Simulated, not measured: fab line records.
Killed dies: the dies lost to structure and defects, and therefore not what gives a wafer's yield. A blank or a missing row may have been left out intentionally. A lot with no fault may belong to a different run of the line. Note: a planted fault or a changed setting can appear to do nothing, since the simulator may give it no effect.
Split-lot experiment / flow berkeley cmos170 / 5 lots, 27 wafers read, on a route of 331 steps

== ABOUT THE SPLIT ==
At UCB170_PWELL_CVD_05 (deposits Si3N4 from SiH2Cl2/NH3, target thk 220 nm, time 3300 s), the setting time s was moved away from the recipe's 3300 s on 24 of the 27 wafers read, by -29.0% to +17.2%. All remaining wafers had this setting at the recipe value.

== FROM THE SPLIT TO THE READING: what the file shows between them, 4 steps ==
- UCB170_PWELL_THK_MEAS_06
- UCB170_PWELL_HMDS_07: prime time 60 s
- UCB170_PWELL_COAT_08: resist thk 900 nm
- UCB170_PWELL_DEVELOP_12: develop time 45 s

== THE READING ==
oes product au, in a.u., at UCB170_PWELL_ETCH_14 (etches Si3N4 in CH3F/Ar/O2, stops on SiO2, target depth 242 nm, time 151 s). On this fab line, fault-free wafers typically give 0.943 a.u. with a standard deviation of 0.013 a.u.

wafer=L074.4; tool, chamber at the split=lpcvd-01, 1; time s as run, s=3300; against the recipe=recipe; oes product au, a.u.=0.943; against lot-mates on the recipe=-
wafer=L074.5; tool, chamber at the split=lpcvd-01, 1; time s as run, s=3300; against the recipe=recipe; oes product au, a.u.=0.937; against lot-mates on the recipe=-
wafer=L074.6; tool, chamber at the split=lpcvd-01, 1; time s as run, s=3300; against the recipe=recipe; oes product au, a.u.=0.941; against lot-mates on the recipe=-
wafer=L079.1; tool, chamber at the split=-, -; time s as run, s=3867; against the recipe=+17.2%; oes product au, a.u.=0.985; against lot-mates on the recipe=no lot-mate on the recipe
wafer=L079.2; tool, chamber at the split=-, -; time s as run, s=3867; against the recipe=+17.2%; oes product au, a.u.=0.988; against lot-mates on the recipe=no lot-mate on the recipe
wafer=L079.3; tool, chamber at the split=-, -; time s as run, s=3867; against the recipe=+17.2%; oes product au, a.u.=1.018; against lot-mates on the recipe=no lot-mate on the recipe
wafer=L079.4; tool, chamber at the split=-, -; time s as run, s=3867; against the recipe=+17.2%; oes product au, a.u.=0.995; against lot-mates on the recipe=no lot-mate on the recipe
wafer=L079.5; tool, chamber at the split=-, -; time s as run, s=3867; against the recipe=+17.2%; oes product au, a.u.=1.018; against lot-mates on the recipe=no lot-mate on the recipe
wafer=L079.6; tool, chamber at the split=-, -; time s as run, s=3867; against the recipe=+17.2%; oes product au, a.u.=0.987; against lot-mates on the recipe=no lot-mate on the recipe
wafer=L077.1; tool, chamber at the split=-, -; time s as run, s=2791; against the recipe=-15.4%; oes product au, a.u.=0.870; against lot-mates on the recipe=no lot-mate on the recipe
wafer=L077.2; tool, chamber at the split=-, -; time s as run, s=2791; against the recipe=-15.4%; oes product au, a.u.=0.851; against lot-mates on the recipe=no lot-mate on the recipe
wafer=L077.3; tool, chamber at the split=-, -; time s as run, s=2791; against the recipe=-15.4%; oes product au, a.u.=0.879; against lot-mates on the recipe=no lot-mate on the recipe
wafer=L077.4; tool, chamber at the split=-, -; time s as run, s=2791; against the recipe=-15.4%; oes product au, a.u.=0.863; against lot-mates on the recipe=no lot-mate on the recipe
wafer=L077.5; tool, chamber at the split=-, -; time s as run, s=2791; against the recipe=-15.4%; oes product au, a.u.=0.866; against lot-mates on the recipe=no lot-mate on the recipe
wafer=L077.6; tool, chamber at the split=-, -; time s as run, s=2791; against the recipe=-15.4%; oes product au, a.u.=0.875; against lot-mates on the recipe=no lot-mate on the recipe
wafer=L082.1; tool, chamber at the split=-, -; time s as run, s=2342; against the recipe=-29.0%; oes product au, a.u.=0.789; against lot-mates on the recipe=no lot-mate on the recipe
wafer=L082.2; tool, chamber at the split=-, -; time s as run, s=2342; against the recipe=-29.0%; oes product au, a.u.=0.762; against lot-mates on the recipe=no lot-mate on the recipe
wafer=L082.3; tool, chamber at the split=-, -; time s as run, s=2342; against the recipe=-29.0%; oes product au, a.u.=0.773; against lot-mates on the recipe=no lot-mate on the recipe
wafer=L082.4; tool, chamber at the split=-, -; time s as run, s=2342; against the recipe=-29.0%; oes product au, a.u.=0.779; against lot-mates on the recipe=no lot-mate on the recipe
wafer=L082.5; tool, chamber at the split=-, -; time s as run, s=2342; against the recipe=-29.0%; oes product au, a.u.=0.768; against lot-mates on the recipe=no lot-mate on the recipe
wafer=L082.6; tool, chamber at the split=-, -; time s as run, s=2342; against the recipe=-29.0%; oes product au, a.u.=0.787; against lot-mates on the recipe=no lot-mate on the recipe
wafer=L083.1; tool, chamber at the split=-, -; time s as run, s=2627; against the recipe=-20.4%; oes product au, a.u.=0.822; against lot-mates on the recipe=no lot-mate on the recipe
wafer=L083.2; tool, chamber at the split=-, -; time s as run, s=2627; against the recipe=-20.4%; oes product au, a.u.=0.812; against lot-mates on the recipe=no lot-mate on the recipe
wafer=L083.3; tool, chamber at the split=-, -; time s as run, s=2627; against the recipe=-20.4%; oes product au, a.u.=0.805; against lot-mates on the recipe=no lot-mate on the recipe
wafer=L083.4; tool, chamber at the split=-, -; time s as run, s=2627; against the recipe=-20.4%; oes product au, a.u.=0.791; against lot-mates on the recipe=no lot-mate on the recipe
wafer=L083.5; tool, chamber at the split=-, -; time s as run, s=2627; against the recipe=-20.4%; oes product au, a.u.=0.806; against lot-mates on the recipe=no lot-mate on the recipe
wafer=L083.6; tool, chamber at the split=-, -; time s as run, s=2627; against the recipe=-20.4%; oes product au, a.u.=0.822; against lot-mates on the recipe=no lot-mate on the recipe

THE FIT
A straight line over all 27 wafers: oes product au changes by +0.00487 a.u. for each +1% of time s; r = +0.98; the points scatter about the line by 0.018 a.u.
Too few moved wafers with a lot-mate on the recipe to fit a line net of each lot's own level.

== THE WHOLE CHAIN: every reading that the file lists as answering this split, in the file's order ==
step=UCB170_PWELL_CVD_05; what it does=deposits Si3N4 from SiH2Cl2/NH3, target thk 220 nm, time 3300 s; reading=Si3N4_of_PWELL_CVD_05.thk nm (the simulator's own value, which no gauge read); change (the file's fit)=+2.31 nm for each +1% of the setting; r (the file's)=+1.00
step=UCB170_PWELL_THK_MEAS_06; what it does=; reading=PWELL_NITRIDE_THK; change (the file's fit)=+2.31 for each +1% of the setting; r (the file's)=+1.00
step=UCB170_PWELL_ETCH_14; what it does=etches Si3N4 in CH3F/Ar/O2, stops on SiO2, target depth 242 nm, time 151 s; reading=oes product au; change (the file's fit)=+0.00487 a.u. for each +1% of the setting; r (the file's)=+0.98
step=UCB170_PWELL_ETCH_14; what it does=etches Si3N4 in CH3F/Ar/O2, stops on SiO2, target depth 242 nm, time 151 s; reading=etch.depth nm (the simulator's own value, which no gauge read); change (the file's fit)=+1.89 nm for each +1% of the setting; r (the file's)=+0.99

== FILE'S OWN FIT ==
oes product au changes by +0.00487 a.u. for each +1% of time s, r = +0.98.
